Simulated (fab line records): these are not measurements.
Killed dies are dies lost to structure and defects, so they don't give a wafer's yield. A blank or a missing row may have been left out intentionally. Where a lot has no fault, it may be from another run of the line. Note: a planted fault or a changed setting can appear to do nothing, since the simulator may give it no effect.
A struck lot beside a sound one    flow berkeley_cmos170    17 steps out of a route of 331
Sound: the wafers L294.2, L294.4, L294.6. Struck: wafer L303.1. (L303.5, L303.6 of the same lot were not struck and are left out.) The cause comes at the end.
For every step that has rows: the tool of each side, followed by ch and its chambers, followed by its first start. Under that, the readings that differ: sound wafers    struck wafers    difference of the means    sigmas: that difference in standard deviations of wafers without a fault.
alike: readings with means less than 2 such deviations apart, plus words and numbers identical on both sides. not compared: withheld readings, readings lacking a value on some wafer, bounds such as >300 that could conceal the same value, and numbers that have no deviation in the record and whose values overlap.
The two part at a step that has a row with sigmas, a row that says differs or no value, or rows on one side only. Numbers that have no deviation but don't overlap get no sigmas and don't part them. A reading that every wafer of one side lacks parts them only if that side has two wafers or more.

first, 5 steps without rows for these wafers: UCB170_NLDD_COAT_01 (resist thk 900 nm); UCB170_NLDD_SOFTBAKE_02 (time 60 s); UCB170_NLDD_EXPOSE_03 (exposes mask NSELECT, target cd 1200 nm); UCB170_NLDD_PEB_04; UCB170_NLDD_DEVELOP_05 (develop time 45 s).
UCB170_NLDD_CD_MEAS_06 targets a cd of 1200 nm.
  sound on cd_sem-02 at day 6 21:41; struck on cd_sem-02 at day 9 17:56
reading     sound                 struck  difference  sigmas
cd_nm (nm)  1199.0 1198.8 1200.4  1203.1  +3.7        +3
UCB170_NLDD_OVL_MEAS_07:
  sound on overlay-02 at day 6 21:47; struck on overlay-02 at day 9 18:03
  alike: NLDD_OVL
then, 2 steps without rows for these wafers: UCB170_NLDD_IMPLANT_08; UCB170_NLDD_IMPLANT_09.
UCB170_NLDD_STRIP_10: strips in O2.
  sound on plasma_asher-02 ch 0,1, day 6 22:07; struck on plasma_asher-03 ch 1, day 9 18:23
  alike: drypump_motor_current_A, oes_product_au, strip_time_to_endpoint_s
  not compared: rf_hours_counter_h
UCB170_NLDD_TW_MEAS_11:
  sound on film_metro-01 at day 6 22:14; struck on film_metro-01 at day 9 18:29
  alike: NLDD_TW
then, 1 step without rows for these wafers: UCB170_NLDD_CLEAN_12 (cleans in SPM, time 600 s).
UCB170_SPACER_CVD_00: deposits SiO2 from TEOS/O2, target thk 376 nm, time 47 s.
  sound on pecvd-04 ch 0,1, day 6 22:27; struck on pecvd-04 ch 0, day 9 18:43
reading                                  sound              struck  difference  sigmas
rf_fwd_power_W (W)                       548.7 546.8 544.3  764.4   +217.8      +99 or more
model.SiO2_of_SPACER_CVD_00.thk_nm (nm)  368.8 375.1 380.5  416.1   +41.3       
  alike: heater_power_w, susceptor_temp_C
UCB170_SPACER_THK_MEAS_01:
  sound on film_metro-04 at day 6 22:31; struck on film_metro-02 at day 9 18:46
reading               sound        struck  difference  sigmas
SPACER_TEOS_THK (nm)  369 375 380  416     +41         +9
then, 1 step without rows for these wafers: UCB170_SPACER_ANNEAL_02 (time 1800 s).
UCB170_SPACER_ETCHBACK_03: etches SiO2 in CHF3/CF4/Ar, stops on Si, target depth 376 nm, time 100 s.
  sound on rie_diel-02 ch 0,2,3, day 7 01:43; struck on rie_diel-02 ch 2, day 10 00:19
reading                   sound              struck  difference  sigmas
oes_product_au (a.u.)     0.876 0.910 0.932  0.975   +0.069      +4
model.etch.depth_nm (nm)  368.8 375.1 380.5  416.1   +41.3       
  alike: drypump_motor_current_A, throttle_valve_pct
  not compared: rf_hours_counter_h
then, 1 step without rows for these wafers: UCB170_PSD_HMDS_00 (prime time 60 s).

## WHERE THEY PART
First at UCB170_NLDD_CD_MEAS_06; last, within this record, at UCB170_SPACER_ETCHBACK_03.

WHY: the cause the simulator had injected
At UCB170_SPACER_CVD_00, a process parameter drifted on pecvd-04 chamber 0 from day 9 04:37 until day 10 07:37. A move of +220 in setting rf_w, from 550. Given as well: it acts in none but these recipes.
